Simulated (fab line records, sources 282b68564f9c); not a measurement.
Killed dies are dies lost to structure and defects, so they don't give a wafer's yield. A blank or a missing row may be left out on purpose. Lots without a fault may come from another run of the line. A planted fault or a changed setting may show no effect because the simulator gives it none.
Which tool did it? | flow rit_cmos | 14 lots, 42 wafers sampled, at 3 steps of a route of 202

WHAT THE GAUGES READ, wafer by wafer
RIT_SILICIDE_RS_MEAS_02: measures by four-point-probe.
lot  | measured    | on            | SILICIDE_TI_RS (ohm/sq)
L687 | day 3 08:45 | film_metro-03 | 45.0 45.0 44.3
L689 | day 3 17:03 | film_metro-03 | 44.8 44.2 45.4
L690 | day 3 23:43 | film_metro-03 | 44.0 44.5 43.4
L692 | day 4 08:13 | film_metro-03 | 43.5 44.6 44.0
L693 | day 4 13:17 | film_metro-03 | 45.1 44.1 44.8
L694 | day 4 17:53 | film_metro-02 | 45.2 45.2 44.6
L695 | day 4 23:59 | film_metro-03 | 45.3 44.5 44.2
L696 | day 5 04:37 | film_metro-02 | 44.7 44.5 44.6
L697 | day 5 08:50 | film_metro-03 | 44.9 43.7 44.2
L699 | day 5 18:18 | film_metro-01 | 43.3 44.1 43.9
L700 | day 6 00:54 | film_metro-03 | 44.8 45.6 45.5
L701 | day 6 06:08 | film_metro-01 | 44.0 44.3 44.3
L704 | day 7 01:45 | film_metro-02 | 73.1 71.8 72.2
L706 | day 7 10:46 | film_metro-03 | 70.1 69.3 71.3

RIT_SILICIDE_THK_MEAS_03: measures by xrf.
lot  | measured    | on            | SILICIDE_TI_THK (nm)
L687 | day 3 08:52 | film_metro-03 | 30.1 30.2 30.6
L689 | day 3 17:10 | film_metro-03 | 30.3 30.6 29.7
L690 | day 3 23:50 | film_metro-03 | 30.8 30.5 31.0
L692 | day 4 08:20 | film_metro-03 | 31.0 30.6 30.8
L693 | day 4 13:24 | film_metro-03 | 30.3 30.6 30.4
L694 | day 4 18:00 | film_metro-02 | 29.8 29.9 30.1
L695 | day 5 00:06 | film_metro-03 | 30.0 30.3 30.4
L696 | day 5 04:44 | film_metro-02 | 30.2 30.2 30.2
L697 | day 5 08:57 | film_metro-03 | 30.1 30.8 30.6
L699 | day 5 18:25 | film_metro-01 | 30.9 30.4 30.6
L700 | day 6 01:01 | film_metro-03 | 30.2 29.8 29.8
L701 | day 6 06:15 | film_metro-01 | 30.5 30.4 30.3
L704 | day 7 01:52 | film_metro-02 | 20.5 20.7 20.7
L706 | day 7 10:53 | film_metro-03 | 21.2 21.3 20.9

WHICH TOOL RAN EACH LOT (tool, then ch and the chambers of the sampled wafers, then the start)
lot  | RIT_SILICIDE_SPUTTER_01
L687 | pvd_sputter-02, day 3 08:36
L689 | pvd_sputter-02, day 3 16:54
L690 | pvd_sputter-01, day 3 23:33
L692 | pvd_sputter-01, day 4 08:04
L693 | pvd_sputter-02, day 4 13:08
L694 | pvd_sputter-01, day 4 17:44
L695 | pvd_sputter-02, day 4 23:49
L696 | pvd_sputter-01, day 5 04:28
L697 | pvd_sputter-02, day 5 08:40
L699 | pvd_sputter-02, day 5 18:08
L700 | pvd_sputter-01, day 6 00:45
L701 | pvd_sputter-02, day 6 05:59
L704 | pvd_sputter-01, day 7 01:36
L706 | pvd_sputter-01, day 7 10:37
- RIT_SILICIDE_SPUTTER_01: material Ti, target thk 30 nm, time 240 s.

WHAT THE TOOLS THEMSELVES READ (means of the sampled wafers that have a number; where no wafer has one, the mark that the record gives instead)
RIT_SILICIDE_SPUTTER_01.
lot  | tool           | throttle_valve_pct (%)
L687 | pvd_sputter-02 | 29.9
L689 | pvd_sputter-02 | 30.9
L690 | pvd_sputter-01 | 29.1
L692 | pvd_sputter-01 | 29.1
L693 | pvd_sputter-02 | 31.0
L694 | pvd_sputter-01 | 29.1
L695 | pvd_sputter-02 | 29.5
L696 | pvd_sputter-01 | 29.6
L697 | pvd_sputter-02 | 28.4
L699 | pvd_sputter-02 | 30.0
L700 | pvd_sputter-01 | 29.1
L701 | pvd_sputter-02 | 30.0
L704 | pvd_sputter-01 | 28.9
L706 | pvd_sputter-01 | 30.1

THE ANSWER, worked out from the rows above alone
Rule: what is usual is taken from the lots themselves. Put in order of their means at a reading, lots are off if they are a third of the lots or fewer, leave a main group of 4 or more, and stand apart from it by a gap of 3 or more times the standard deviation of the main group's means; of several such gaps the widest counts. A main group whose means are all the same, to the digits that the tables above print for the reading, isn't used. A lot without any number at a reading at which 4 lots or more have one is off too. The other lots that the step has rows for count as sound. The gauges are gone through in route order, then the tools' own readings, and for those a lot's mean is taken as printed above. The first step at which some lot is off is used, and at that step the reading that is off furthest; a lot without a number counts as furthest.
Off: L704, L706, at RIT_SILICIDE_RS_MEAS_02 (SILICIDE_TI_RS). The main group: mean 44.5 ohm/sq, standard deviation 0.44.
A tool fits if, at a process step before that reading, it ran every lot that is off, and no sound lot after the first of them. The gauges at RIT_SILICIDE_RS_MEAS_02 are tried like those tools. One fits: pvd_sputter-01 at RIT_SILICIDE_SPUTTER_01. Its last sound lot is L700 (day 6 00:45), its first lot that is off L704 (day 7 01:36): a fault that began between those two fits.

WHAT THE SIMULATOR HAD PUT IN
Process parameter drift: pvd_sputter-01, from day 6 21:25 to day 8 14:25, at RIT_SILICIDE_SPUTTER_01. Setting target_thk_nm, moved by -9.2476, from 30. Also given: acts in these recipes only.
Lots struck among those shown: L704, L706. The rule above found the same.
